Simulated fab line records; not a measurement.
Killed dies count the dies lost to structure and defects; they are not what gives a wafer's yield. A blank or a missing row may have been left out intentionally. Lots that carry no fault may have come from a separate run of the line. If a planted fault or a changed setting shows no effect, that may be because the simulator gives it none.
Split-lot study | flow ritCmos | route with 202 steps; 5 lots, 23 wafers read

## THE SPLIT
At RIT_PRETRO_IMPLANT_08, the setting doseCm2 was moved away from the recipe's 1.2e+13 on 11 of the 23 wafers read, by -3.7% to +7.2%. This setting was run at the recipe's value on the other wafers.

## BETWEEN THE SPLIT AND THE READING: the file shows 1 step in between
- RIT_PRETRO_STRIP_09: strips in O2, time 180 s

## THE READING
PRETRO_TW, at RIT_PRETRO_TW_MEAS_10. Typical for fault-free wafers on this fab line: 478.6, with standard deviation 2.8.

wafer  | tool, chamber at the split | doseCm2 as run | against the recipe | PRETRO_TW | against lot-mates on the recipe
L074.2 | implanter-03, 0            | 1.2e+13        | recipe             | 481.8     | -
L074.4 | implanter-03, 0            | 1.2e+13        | recipe             | 480.1     | -
L074.5 | implanter-03, 0            | 1.2e+13        | recipe             | 480.6     | -
L077.1 | implanter-02, 0            | 1.2e+13        | recipe             | 478.1     | -
L077.2 | implanter-02, 0            | 1.156e+13      | -3.7%              | 469.8     | -8.7
L077.3 | implanter-02, 0            | 1.2e+13        | recipe             | 478.3     | -
L077.4 | implanter-02, 0            | 1.2e+13        | recipe             | 479.2     | -
L077.6 | implanter-02, 0            | 1.156e+13      | -3.7%              | 472.2     | -6.3
L079.1 | implanter-01, 0            | 1.286e+13      | +7.2%              | 484.5     | +8.1
L079.2 | implanter-01, 0            | 1.286e+13      | +7.2%              | 487.0     | +10.6
L079.4 | implanter-01, 0            | 1.2e+13        | recipe             | 475.2     | -
L079.5 | implanter-01, 0            | 1.286e+13      | +7.2%              | 486.1     | +9.7
L079.6 | implanter-01, 0            | 1.2e+13        | recipe             | 477.6     | -
L081.1 | implanter-02, 0            | 1.283e+13      | +6.9%              | 487.4     | +10.4
L081.3 | implanter-02, 0            | 1.283e+13      | +6.9%              | 491.7     | +14.7
L081.4 | implanter-02, 0            | 1.2e+13        | recipe             | 476.6     | -
L081.5 | implanter-02, 0            | 1.2e+13        | recipe             | 477.4     | -
L081.6 | implanter-02, 0            | 1.283e+13      | +6.9%              | 490.0     | +13.0
L083.1 | implanter-03, 0            | 1.2e+13        | recipe             | 477.2     | -
L083.2 | implanter-03, 0            | 1.27e+13       | +5.8%              | 484.1     | +8.1
L083.4 | implanter-03, 0            | 1.27e+13       | +5.8%              | 483.7     | +7.7
L083.5 | implanter-03, 0            | 1.27e+13       | +5.8%              | 485.4     | +9.4
L083.6 | implanter-03, 0            | 1.2e+13        | recipe             | 474.8     | -

FIT RESULTS
A straight line over all 23 wafers: PRETRO_TW changes by +1.39 for each +1% of doseCm2; r = +0.92; the points scatter about the line by 2.2.
The same after taking each lot's own level away (the mean of its wafers on the recipe; 23 wafers): +1.61 for each +1%; r = +0.97; scatter 1.6.
The reading moves by 12 for the largest change in doseCm2, on that fit.
Measured against the standard deviation above, the lots' own levels, which go from 476.00 to 480.83, span 1.7 times it.
Thus the slope moves with the lot-to-lot level: the two fits are different.
Check: +11.6 against its lot-mates is what the line predicts for one of the wafers moved furthest among these (+7.2%) when that wafer is left out of the fit. Against them it came out at +8.1.

## THE OTHER SPLITS THESE WAFERS WENT THROUGH
These wafers also went through other splits before the reading. Each is held against what the fit with the lots' levels taken away leaves over:
other split on the same wafers | wafers away from the commonest value | r with PRETRO_TW (lot level and that fit taken away)
RIT_ACTIVE_OXIDATION_01 tempC  | 15                                   | +0.16
RIT_ACTIVE_HARDBAKE_12 tempC   | 5                                    | -0.32
RIT_NWELL_IMPLANT_08 doseCm2   | 8                                    | +0.59
RIT_PWELL_IMPLANT_08 energyKev | 8                                    | +0.20

## THE FILE'S OWN FIT
PRETRO_TW changes by +1.58 for each +1% of doseCm2, r = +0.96.
